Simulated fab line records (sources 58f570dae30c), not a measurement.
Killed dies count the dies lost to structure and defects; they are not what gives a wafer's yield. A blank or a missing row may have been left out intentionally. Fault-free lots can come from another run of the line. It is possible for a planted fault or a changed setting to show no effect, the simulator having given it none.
Which of the tools did it?	flow berkeley_cmos170	14 lots with 41 wafers sampled at 3 steps, on a route of 331 steps

WHAT THE GAUGES SHOWED, per wafer
UCB170_NLDD_TW_MEAS_11. Usual: NLDD_TW 2229, standard deviation 33.
lot	measured	on	NLDD_TW	flag
L619	day 6 22:45	film_metro-01	2203 2196 2190	
L620	day 7 10:16	film_metro-01	2192 2190 2191	
L618	day 7 10:55	film_metro-04	2249 2262 2273	
L623	day 8 00:11	film_metro-04	2263 2268 2272	
L622	day 8 00:13	film_metro-03	2218 2236	
L625	day 8 16:23	film_metro-03	2215 2222 2228	
L629	day 9 02:22	film_metro-04	2253 2251 2252	
L627	day 9 02:47	film_metro-01	2192 2189 2187	
L626	day 9 03:05	film_metro-04	2256 2250 2258	
L630	day 9 15:17	film_metro-01	2184 2176 2172	
L636	day 10 12:50	film_metro-01	2188 2191 2191	
L637	day 11 01:44	film_metro-04	2255 2273 2262	
L640	day 11 04:07	film_metro-03	2229 2240 2233	
L639	day 11 04:50	film_metro-01	2189 2195 2185	

UCB170_CONTACT_CD_MEAS_90: the cd target is 700 nm. Usual: cd_nm 699.9 nm, standard deviation 1.4.
lot	measured	on	cd_nm (nm)	flag
L619	day 7 14:35	cd_sem-02	696.9 701.1 699.0	
L620	day 8 04:55	cd_sem-02	701.5 702.7 702.5	
L618	day 8 04:34	cd_sem-01	701.8 699.7 699.5	
L623	day 8 16:26	cd_sem-02	701.4 700.5 700.7	
L622	day 8 20:47	cd_sem-02	702.3 701.7	
L625	day 9 11:47	cd_sem-02	699.7 698.6 697.7	
L629	day 10 01:37	cd_sem-02	699.6 700.4 700.3	
L627	day 10 02:04	cd_sem-02	698.3 700.4 697.1	
L626	day 10 02:20	cd_sem-01	697.7 698.3 699.0	
L630	day 10 12:01	cd_sem-01	701.7 700.8 701.7	
L636	day 11 08:47	cd_sem-01	701.2 701.3 701.3	
L637	day 11 18:58	cd_sem-01	701.5 699.3 702.2	
L640	day 11 20:51	cd_sem-01	701.4 699.1 698.5	
L639	day 11 22:47	cd_sem-02	699.7 699.3 700.3	

TOOL THAT RAN EACH LOT (tool first, then ch and the chambers of the sampled wafers, then the start)
lot	UCB170_PSD_STRIP_09
L619	plasma_asher-04 ch 0,1, day 7 04:50
L620	plasma_asher-01 ch 0,1, day 7 17:50
L618	plasma_asher-02 ch 0,1, day 7 18:02
L623	plasma_asher-04 ch 0,1, day 8 05:04
L622	plasma_asher-04 ch 1, day 8 05:43
L625	plasma_asher-01 ch 0,1, day 9 01:05
L629	plasma_asher-02 ch 0,1, day 9 13:48
L627	plasma_asher-02 ch 0,1, day 9 14:02
L626	plasma_asher-01 ch 0,1, day 9 14:16
L630	plasma_asher-02 ch 0,1, day 9 23:00
L636	plasma_asher-01 ch 0,1, day 10 18:59
L637	plasma_asher-04 ch 1, day 11 07:51
L640	plasma_asher-01 ch 0,1, day 11 08:29
L639	plasma_asher-04 ch 0,1, day 11 12:07
- UCB170_PSD_STRIP_09: strips in O2.

WHAT THE TOOLS THEMSELVES READ (means of the sampled wafers that have a number; where no wafer has one, the mark that the record gives instead)
UCB170_PSD_STRIP_09. Usual: drypump_motor_current_A 5.41 A, standard deviation 0.28; oes_product_au 0.600 a.u., standard deviation 0.0048; strip_time_to_endpoint_s 29.39 s, standard deviation 0.086.
lot	tool	drypump_motor_current_A (A)	oes_product_au (a.u.)	strip_time_to_endpoint_s (s)	flag
L619	plasma_asher-04	5.23	0.601	29.47	
L620	plasma_asher-01	5.47	0.597	29.42	
L618	plasma_asher-02	5.44	0.606	29.32	
L623	plasma_asher-04	5.22	0.599	29.46	
L622	plasma_asher-04	4.98	0.607	29.45	
L625	plasma_asher-01	5.47	0.600	29.31	
L629	plasma_asher-02	5.48	0.599	29.47	
L627	plasma_asher-02	5.46	0.597	29.53	
L626	plasma_asher-01	5.47	0.602	29.26	
L630	plasma_asher-02	5.46	0.596	29.39	
L636	plasma_asher-01	5.47	0.596	29.33	
L637	plasma_asher-04	5.01	0.603	29.41	
L640	plasma_asher-01	5.71	0.599	29.52	
L639	plasma_asher-04	5.10	0.599	29.46	

THE ANSWER, worked out from the rows above alone
Rule: take the mean of a lot's wafers that have a number; if it is more than 3 standard deviations from the usual mean, the lot is off. Also off: a lot with no number at a reading for which 4 or more lots have one. All remaining lots with rows at the step are treated as sound. First the gauges in route order, then the tools' own readings, where a lot's mean is used as printed above. The first step at which some lot is off is used, and at that step the reading that is off furthest; a lot without a number counts as furthest.
None of the lots is off at any reading shown; this tells nothing.

WHAT HAD BEEN PUT IN BY THE SIMULATOR
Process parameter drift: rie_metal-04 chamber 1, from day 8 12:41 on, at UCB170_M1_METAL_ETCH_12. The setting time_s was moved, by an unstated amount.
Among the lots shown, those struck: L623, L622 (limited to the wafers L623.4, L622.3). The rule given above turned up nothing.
